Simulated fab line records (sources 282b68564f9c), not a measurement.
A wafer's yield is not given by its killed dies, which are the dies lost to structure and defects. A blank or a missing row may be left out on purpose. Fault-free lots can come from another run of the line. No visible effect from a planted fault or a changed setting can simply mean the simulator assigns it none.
8D (eight disciplines) problem report, filled in by code / flow rit_cmos / the parts of the form that need people (team, actions taken, sign-off) are left out

## 1. WHAT IS WRONG
M1_AL_RS at RIT_M1_RS_MEAS_01 reads a mean of 0.0562 ohm/sq on 1 wafer of 1 lot; wafers without a fault read 0.0732 ohm/sq with a standard deviation of 0.00094. That puts it -18 standard deviations away from the usual mean.
The step: measures by four-point-probe.
The first sign was on wafer L397.2 at day 5 15:31, on film_metro-02. The record holds 39 wafers of 13 lots with a number at this step. By rule, "out" or "out of limits" means more than 4 standard deviations away from the usual mean. Any other wafer with a number is counted as sound.

## 2. WHAT IT IS, AND WHAT IT ISN'T
question=which readings at this step | is=M1_AL_RS | is not=-
question=which lots | is=L397 | is not=L386, L387, L388, L389, L390, L391, L392, L394, L395, L404, L406, L408
question=which wafers of those lots | is=L397.2 | is not=L397.3, L397.4
question=read on which gauges | is=film_metro-02 | is not=film_metro-03, film_metro-04
question=when | is=from day 5 15:31 | is not=up to then (29 sound wafers); but 9 sound wafers of L404, L406, L408 came after

## 3. SUSPECTS, AND WHAT RULES EACH OUT
Counting: a tool at a process step up to the reading stays a suspect if it ran every lot that is out. Sound lots after the first of them don't rule it out here, since some wafers of a struck lot are sound.
- the gauge at RIT_M1_RS_MEAS_01 is ruled out. All the wafers that are out were read on film_metro-02, but those of them that RIT_M1_SPUTTER_00 has rows for are out there too, on other tools.
- litho_track-03 at RIT_PRETRO_SOFTBAKE_02 (time 62.37 s): kept. It processed L397, the lot that is out, at day 4 13:45, and its most recent sound lot before then was L389 at day 2 22:51.
- pvd_sputter-04 at RIT_M1_SPUTTER_00 (material Al, target thk 400 nm, time 500 s): kept. It processed L397, the lot that is out, at day 5 15:12, and its most recent sound lot before then was L395 at day 5 08:02. Out on those wafers are its own readings of cathode_dc_power_W.
What counting leaves: litho_track-03 at RIT_PRETRO_SOFTBAKE_02 and pvd_sputter-04 at RIT_M1_SPUTTER_00.

## 4. THE CAUSE (what the simulator had put in)
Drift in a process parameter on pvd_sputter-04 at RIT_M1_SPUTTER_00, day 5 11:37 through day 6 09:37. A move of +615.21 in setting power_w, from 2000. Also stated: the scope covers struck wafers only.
After counting, 2 suspects remain, this tool included.

## 5. THE CHAIN OF EFFECTS, in route order
Each row: a reading where the mean over the struck wafers with a number is more than 3 standard deviations away from the usual. Readings are gone through only where the record gives a usual standard deviation; hours: the median, over the lots, of the time from a lot's start at the first step in this table giving one to that lot's start at this step; sigmas: the change measured in usual standard deviations.
hours=0; step=RIT_M1_SPUTTER_00; reading=cathode_dc_power_W; usual=2000.0 W; on struck wafers=2615.0; change=+615.0; sigmas=+99 or more
hours=0; step=RIT_M1_RS_MEAS_01; reading=M1_AL_RS; usual=0.0732 ohm/sq; on struck wafers=0.0562; change=-0.0170; sigmas=-18
hours=0; step=RIT_M1_THK_MEAS_02; reading=M1_AL_THK; usual=398 nm; on struck wafers=514; change=+116; sigmas=+21
hours=2; step=RIT_M1_METAL_ETCH_12; reading=oes_product_au; usual=0.787 a.u.; on struck wafers=0.935; change=+0.148; sigmas=+15
Here are the process steps it includes:
- RIT_M1_SPUTTER_00: material Al, target thk 400 nm, time 500 s.
- RIT_M1_METAL_ETCH_12: etches Al in Cl2/BCl3, stops on SiO2, time 165 s, target depth 600 nm.

## 6. HOW IT WOULD HAVE BEEN CAUGHT EARLIER
4 hours passed between the start of the fault at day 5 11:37 and the first reading out of limits at a measuring or inspecting step in this record, taken at day 5 15:31.
At RIT_M1_SPUTTER_00, the tool's own readings (cathode_dc_power_W) were out on each struck wafer the step has a row for, so an alarm limit on them would have fired on the first such wafer.
By day 5 15:31 the whole set of lots that are out, 1 in number, had already begun RIT_M1_SPUTTER_00 on pvd_sputter-04. None of them would have been spared by holding the tool at that moment.
